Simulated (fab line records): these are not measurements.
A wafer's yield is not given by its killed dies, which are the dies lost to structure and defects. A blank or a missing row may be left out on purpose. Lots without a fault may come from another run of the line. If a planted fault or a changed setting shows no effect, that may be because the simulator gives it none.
Matching of chambers :: flow rit-cmos :: 4 sister chambers for RIT_GATE_ETCH_19 on rie-si-02
The step etches poly-Si in SF6/CHF3/O2, stops on SiO2, time 165 s, target depth 312.5 nm. 4 wafers are shown with their chamber, then 9 later ones without.

## WAFERS PAIRED WITH THEIR CHAMBERS
wafer: L728.2
chamber: 3
throttle-valve-pct (%): 10.07

wafer: L730.1
chamber: 1
throttle-valve-pct (%): 10.12

wafer: L730.2
chamber: 2
throttle-valve-pct (%): 10.36

wafer: L730.3
chamber: 0
throttle-valve-pct (%): 10.50

## WAFERS WITHOUT THEIR CHAMBER
wafer: L732.2
throttle-valve-pct (%): 10.10

wafer: L732.4
throttle-valve-pct (%): 10.09

wafer: L732.5
throttle-valve-pct (%): 10.09

wafer: L734.1
throttle-valve-pct (%): 10.07

wafer: L734.2
throttle-valve-pct (%): 10.11

wafer: L734.5
throttle-valve-pct (%): 10.07

wafer: L738.3
throttle-valve-pct (%): 10.50

wafer: L738.5
throttle-valve-pct (%): 10.49

wafer: L738.6
throttle-valve-pct (%): 10.06

## WHICH CHAMBER EACH ONE RAN IN
wafer: L732.2
from the rows above: can't be placed: 1 or 3
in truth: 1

wafer: L732.4
from the rows above: can't be placed: 3 or 1
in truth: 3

wafer: L732.5
from the rows above: can't be placed: 3 or 1
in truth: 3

wafer: L734.1
from the rows above: 3
in truth: 3

wafer: L734.2
from the rows above: 1
in truth: 1

wafer: L734.5
from the rows above: 3
in truth: 3

wafer: L738.3
from the rows above: 0
in truth: 0

wafer: L738.5
from the rows above: 0
in truth: 0

wafer: L738.6
from the rows above: 3
in truth: 3
Placed correctly: 6 of 9. Unplaceable from these rows: 3, with the true chamber sitting among the candidates in 3. 0 placed wrongly.
How it was worked out, from the rows above alone: a wafer's distance from a chamber is the root of the sum, over the readings, of the square of ((its reading less the chamber's mean) divided by the reading's scatter). If the next closest chamber is less than 2 further off than the closest, the wafer can't be placed; otherwise it belongs to the closest. The mean given for a chamber averages the wafers shown for that chamber. The scatter: root of mean squared gap, hidden wafer to nearest shown wafer, with one shown wafer a chamber.
